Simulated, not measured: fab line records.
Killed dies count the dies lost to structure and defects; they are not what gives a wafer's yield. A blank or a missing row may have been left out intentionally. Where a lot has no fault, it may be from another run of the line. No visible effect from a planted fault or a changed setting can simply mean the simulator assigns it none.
Chamber matching :: flow berkeley cmos170 :: UCB170_ACTIVE_CLEAN_00 on wet bench-02: 4 sister chambers
The step cleans in SPM, time 600 s. 8 wafers are shown with their chamber, then 9 later ones without.

== WAFERS, EACH WITH ITS CHAMBER ==
wafer: L610.4
chamber: 1
bath guard temp C (C): 119.5
bath heat duty pct (%): 12.1

wafer: L610.6
chamber: 1
bath guard temp C (C): 119.5
bath heat duty pct (%): 12.5

wafer: L611.3
chamber: 3
bath guard temp C (C): 120.7
bath heat duty pct (%): 12.7

wafer: L611.6
chamber: 3
bath guard temp C (C): 120.5
bath heat duty pct (%): 12.8

wafer: L614.2
chamber: 2
bath guard temp C (C): 119.8
bath heat duty pct (%): 13.0

wafer: L614.6
chamber: 2
bath guard temp C (C): 119.7
bath heat duty pct (%): 11.4

wafer: L618.4
chamber: 0
bath guard temp C (C): 119.3
bath heat duty pct (%): 16.0

wafer: L618.6
chamber: 0
bath guard temp C (C): 119.9
bath heat duty pct (%): 14.1

== WAFERS WHOSE CHAMBER IS MISSING ==
wafer: L619.2
bath guard temp C (C): 119.3
bath heat duty pct (%): 15.7

wafer: L619.3
bath guard temp C (C): 119.5
bath heat duty pct (%): 15.1

wafer: L619.5
bath guard temp C (C): 119.7
bath heat duty pct (%): 15.1

wafer: L620.3
bath guard temp C (C): 120.6
bath heat duty pct (%): 12.9

wafer: L620.5
bath guard temp C (C): 120.4
bath heat duty pct (%): 13.4

wafer: L620.6
bath guard temp C (C): 120.6
bath heat duty pct (%): 14.8

wafer: L621.1
bath guard temp C (C): 120.9
bath heat duty pct (%): 14.3

wafer: L621.4
bath guard temp C (C): 120.7
bath heat duty pct (%): 12.7

wafer: L621.6
bath guard temp C (C): 120.3
bath heat duty pct (%): 13.4

== WHICH CHAMBER EACH ONE RAN IN ==
wafer: L619.2
from the rows above: 0
in truth: 0

wafer: L619.3
from the rows above: 0
in truth: 0

wafer: L619.5
from the rows above: 0
in truth: 0

wafer: L620.3
from the rows above: 3
in truth: 3

wafer: L620.5
from the rows above: 3
in truth: 3

wafer: L620.6
from the rows above: 3
in truth: 3

wafer: L621.1
from the rows above: 3
in truth: 3

wafer: L621.4
from the rows above: 3
in truth: 3

wafer: L621.6
from the rows above: can't be placed: 3 or 2
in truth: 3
8 of 9 placed correctly. From these rows, 1 cannot be placed; in 1 the true chamber is one of the candidates. Number placed wrongly: 0.
How it was worked out, from the rows above alone: a wafer's distance from a chamber is the root of the sum, over the readings, of the square of ((its reading less the chamber's mean) divided by the reading's scatter). If the next closest chamber is less than 2 further off than the closest, the wafer can't be placed; otherwise it belongs to the closest. The mean given for a chamber averages the wafers shown for that chamber. How the scatter is found: for the shown wafers, subtract from each reading the mean of its chamber, square and add these, divide the total by (wafers less chambers), then take the root.
